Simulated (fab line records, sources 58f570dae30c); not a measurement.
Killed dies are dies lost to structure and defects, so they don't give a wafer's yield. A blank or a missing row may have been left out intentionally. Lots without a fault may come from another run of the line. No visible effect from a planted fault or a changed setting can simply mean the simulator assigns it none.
Split-lot experiment :: flow berkeley-cmos170 :: on a route of 331 steps: 5 lots, 23 wafers read

== THE SPLIT ITSELF ==
At UCB170_START_OXIDATION_02 (target thk 20 nm, ox time 1800 s), the setting ox-time-s was moved away from the recipe's 1800 s on 15 of the 23 wafers read, by -14.6% to +10.7%. All remaining wafers had this setting at the recipe value.

The reading is taken at the split's own step.

== THE READING ==
SiO2_of_START_OXIDATION_02.thk-nm (the simulator's own value, which no gauge read), in nm, at UCB170_START_OXIDATION_02 (target thk 20 nm, ox time 1800 s). No usual value for it is given in the file. Across the 8 wafers here that went through the recipe, the average is 20.04 nm and the standard deviation 0.22 nm.

wafer: L077.1
tool, chamber at the split: -, -
ox-time-s as run, s: 1800
against the recipe: recipe
SiO2_of_START_OXIDATION_02.thk-nm, nm: 20.05
against lot-mates on the recipe: -

wafer: L077.3
tool, chamber at the split: -, -
ox-time-s as run, s: 1800
against the recipe: recipe
SiO2_of_START_OXIDATION_02.thk-nm, nm: 20.44
against lot-mates on the recipe: -

wafer: L077.4
tool, chamber at the split: -, -
ox-time-s as run, s: 1800
against the recipe: recipe
SiO2_of_START_OXIDATION_02.thk-nm, nm: 20.19
against lot-mates on the recipe: -

wafer: L077.5
tool, chamber at the split: -, -
ox-time-s as run, s: 1800
against the recipe: recipe
SiO2_of_START_OXIDATION_02.thk-nm, nm: 19.9
against lot-mates on the recipe: -

wafer: L077.6
tool, chamber at the split: -, -
ox-time-s as run, s: 1800
against the recipe: recipe
SiO2_of_START_OXIDATION_02.thk-nm, nm: 20.13
against lot-mates on the recipe: -

wafer: L079.1
tool, chamber at the split: -, -
ox-time-s as run, s: 1537
against the recipe: -14.6%
SiO2_of_START_OXIDATION_02.thk-nm, nm: 18.84
against lot-mates on the recipe: no lot-mate on the recipe

wafer: L079.3
tool, chamber at the split: -, -
ox-time-s as run, s: 1537
against the recipe: -14.6%
SiO2_of_START_OXIDATION_02.thk-nm, nm: 18.93
against lot-mates on the recipe: no lot-mate on the recipe

wafer: L079.4
tool, chamber at the split: -, -
ox-time-s as run, s: 1537
against the recipe: -14.6%
SiO2_of_START_OXIDATION_02.thk-nm, nm: 18.68
against lot-mates on the recipe: no lot-mate on the recipe

wafer: L079.5
tool, chamber at the split: -, -
ox-time-s as run, s: 1537
against the recipe: -14.6%
SiO2_of_START_OXIDATION_02.thk-nm, nm: 18.69
against lot-mates on the recipe: no lot-mate on the recipe

wafer: L079.6
tool, chamber at the split: -, -
ox-time-s as run, s: 1537
against the recipe: -14.6%
SiO2_of_START_OXIDATION_02.thk-nm, nm: 18.79
against lot-mates on the recipe: no lot-mate on the recipe

wafer: L080.1
tool, chamber at the split: furnace-02, 0
ox-time-s as run, s: 1800
against the recipe: recipe
SiO2_of_START_OXIDATION_02.thk-nm, nm: 19.65
against lot-mates on the recipe: -

wafer: L080.3
tool, chamber at the split: furnace-02, 0
ox-time-s as run, s: 1800
against the recipe: recipe
SiO2_of_START_OXIDATION_02.thk-nm, nm: 20.02
against lot-mates on the recipe: -

wafer: L080.6
tool, chamber at the split: furnace-02, 0
ox-time-s as run, s: 1800
against the recipe: recipe
SiO2_of_START_OXIDATION_02.thk-nm, nm: 19.94
against lot-mates on the recipe: -

wafer: L084.1
tool, chamber at the split: -, -
ox-time-s as run, s: 1992
against the recipe: +10.7%
SiO2_of_START_OXIDATION_02.thk-nm, nm: 20.78
against lot-mates on the recipe: no lot-mate on the recipe

wafer: L084.2
tool, chamber at the split: -, -
ox-time-s as run, s: 1992
against the recipe: +10.7%
SiO2_of_START_OXIDATION_02.thk-nm, nm: 21.18
against lot-mates on the recipe: no lot-mate on the recipe

wafer: L084.3
tool, chamber at the split: -, -
ox-time-s as run, s: 1992
against the recipe: +10.7%
SiO2_of_START_OXIDATION_02.thk-nm, nm: 21.03
against lot-mates on the recipe: no lot-mate on the recipe

wafer: L084.6
tool, chamber at the split: -, -
ox-time-s as run, s: 1992
against the recipe: +10.7%
SiO2_of_START_OXIDATION_02.thk-nm, nm: 21.03
against lot-mates on the recipe: no lot-mate on the recipe

wafer: L084.5
tool, chamber at the split: -, -
ox-time-s as run, s: 1992
against the recipe: +10.7%
SiO2_of_START_OXIDATION_02.thk-nm, nm: 20.81
against lot-mates on the recipe: no lot-mate on the recipe

wafer: L085.1
tool, chamber at the split: -, -
ox-time-s as run, s: 1569
against the recipe: -12.8%
SiO2_of_START_OXIDATION_02.thk-nm, nm: 17.79
against lot-mates on the recipe: no lot-mate on the recipe

wafer: L085.2
tool, chamber at the split: -, -
ox-time-s as run, s: 1569
against the recipe: -12.8%
SiO2_of_START_OXIDATION_02.thk-nm, nm: 17.69
against lot-mates on the recipe: no lot-mate on the recipe

wafer: L085.4
tool, chamber at the split: -, -
ox-time-s as run, s: 1569
against the recipe: -12.8%
SiO2_of_START_OXIDATION_02.thk-nm, nm: 17.69
against lot-mates on the recipe: no lot-mate on the recipe

wafer: L085.5
tool, chamber at the split: -, -
ox-time-s as run, s: 1569
against the recipe: -12.8%
SiO2_of_START_OXIDATION_02.thk-nm, nm: 17.99
against lot-mates on the recipe: no lot-mate on the recipe

wafer: L085.6
tool, chamber at the split: -, -
ox-time-s as run, s: 1569
against the recipe: -12.8%
SiO2_of_START_OXIDATION_02.thk-nm, nm: 17.98
against lot-mates on the recipe: no lot-mate on the recipe

FIT RESULTS
A straight line over all 23 wafers: SiO2_of_START_OXIDATION_02.thk-nm changes by +0.11 nm for each +1% of ox-time-s; r = +0.93; the points scatter about the line by 0.45 nm.
Too few moved wafers have a lot-mate on the recipe to fit a line with each lot's own level taken away.

== FILE'S OWN FIT ==
SiO2_of_START_OXIDATION_02.thk-nm changes by +0.11 nm for each +1% of ox-time-s, r = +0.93.
